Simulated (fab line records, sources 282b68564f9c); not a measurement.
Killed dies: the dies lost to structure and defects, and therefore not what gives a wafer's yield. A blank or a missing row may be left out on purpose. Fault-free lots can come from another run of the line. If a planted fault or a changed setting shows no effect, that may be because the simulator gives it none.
A lot that was struck, set against a sound lot    flow rit_cmos    19 out of 202 route steps
Sound: wafers L574.1, L574.4, L574.6. Struck: wafers L583.1, L583.2, L583.3. The cause comes at the end.
For every step that has rows: the tool of each side, followed by ch and its chambers, followed by its first start. Under that, the readings that differ: sound wafers    struck wafers    difference of the means    sigmas: that difference in standard deviations of wafers without a fault.
alike: readings with means less than 2 such deviations apart, plus words and numbers identical on both sides. not compared: withheld readings, readings lacking a value on some wafer, bounds such as >300 that could conceal the same value, and numbers that have no deviation in the record and whose values overlap.
Wherever a step has rows on one side only, a row that says differs or no value, or a row with sigmas, the two part there. Numbers that have no deviation but don't overlap get no sigmas and don't part them. Lack of a reading on every wafer of one side parts them only where that side has two or more wafers.

RIT_SDANNEAL_RS_MEAS_06: measures by four-point-probe.
  sound on film_metro-04 at day 3 12:34; struck on film_metro-04 at day 5 10:59
  alike: PLDD_RS
RIT_SDANNEAL_RS_MEAS_07: measures by four-point-probe.
  sound on film_metro-04 at day 3 12:41; struck on film_metro-04 at day 5 11:06
  alike: NLDD_RS
then, 1 step without rows for these wafers: RIT_SILICIDE_WET_ETCH_00 (etches SiO2 in BOE, target depth 14 nm, time 15 s).
RIT_SILICIDE_SPUTTER_01: material Ti, target thk 30 nm, time 240 s.
  sound on pvd_sputter-02 at day 3 12:49; struck on pvd_sputter-03 at day 5 11:14
  alike: substrate_temp_c, throttle_valve_pct
RIT_SILICIDE_RS_MEAS_02: measures by four-point-probe.
  sound on film_metro-01 at day 3 12:58; struck on film_metro-03 at day 5 11:23
reading                  sound           struck          difference  sigmas
SILICIDE_TI_RS (ohm/sq)  47.3 47.2 47.4  49.1 49.7 49.2  +2.0        +3
RIT_SILICIDE_THK_MEAS_03: measures by xrf.
  sound on film_metro-01 at day 3 13:05; struck on film_metro-03 at day 5 11:31
reading               sound           struck          difference  sigmas
SILICIDE_TI_THK (nm)  30.2 30.4 30.1  29.4 29.1 29.4  -0.9        -3
RIT_SILICIDE_RTA_04: time 10 s, ramp up 5 s, ramp down 5 s.
  sound on rtp_anneal-01 ch 0, day 3 13:08; struck on rtp_anneal-02 ch 0, day 5 11:34
  alike: wafer_temp_C_max
then, 1 step without rows for these wafers: RIT_SILICIDE_WET_ETCH_05 (etches Ti in SPM, time 120 s).
RIT_SILICIDE_RTA_06: time 10 s, ramp up 5 s, ramp down 10 s.
  sound on rtp_anneal-02 ch 0, day 3 13:16; struck on rtp_anneal-01 ch 0, day 5 11:43
  alike: wafer_temp_C_max
RIT_CONTACT_CVD_00: deposits SiO2 from TEOS, target thk 400 nm, time 61 s.
  sound on pecvd-04 ch 0,2, day 3 13:19; struck on pecvd-04 ch 0,1,2, day 5 11:47
  alike: heater_power_w
  not compared: since_wet_clean_h
RIT_CONTACT_THK_MEAS_01:
  sound on film_metro-03 at day 3 13:22; struck on film_metro-04 at day 5 11:50
  alike: CONTACT_TEOS_THK
then, 1 step without rows for these wafers: RIT_CONTACT_HMDS_02 (prime time 60 s).
RIT_CONTACT_COAT_03: resist thk 1000 nm.
  struck on litho_track-04, day 5 12:02; sound on litho_track-02 ch 0, day 3 13:35
  no value came back on the struck wafers for chill_plate_temp_C (C), dispense_pressure_kPa (kPa); on the sound wafers chill_plate_temp_C (C) reads 22.96 22.92 22.97
then, 4 steps without rows for these wafers: RIT_CONTACT_SOFTBAKE_04 (time 60 s); RIT_CONTACT_EXPOSE_05 (exposes mask M11, target cd 1000 nm); RIT_CONTACT_PEB_06; RIT_CONTACT_DEVELOP_07 (develop time 120 s).
RIT_CONTACT_CD_MEAS_08: the cd target is 1000 nm.
  sound on cd_sem-01 at day 3 14:31; struck on cd_sem-01 at day 5 12:52
reading     sound              struck  difference                     sigmas
cd_nm (nm)  998.3 997.7 998.0  - - -   no value on the struck wafers  
RIT_CONTACT_OVL_MEAS_09:
  sound on overlay-01 at day 3 14:38; struck on overlay-02 at day 5 12:59
reading           sound           struck  difference                     sigmas
CONTACT_OVL (nm)  -2.3 -0.9 -3.1  - - -   no value on the struck wafers  

WHERE THEY PART
Last at RIT_CONTACT_OVL_MEAS_09 as far as this record goes, first at RIT_SILICIDE_RS_MEAS_02.

WHY: what had been put in by the simulator
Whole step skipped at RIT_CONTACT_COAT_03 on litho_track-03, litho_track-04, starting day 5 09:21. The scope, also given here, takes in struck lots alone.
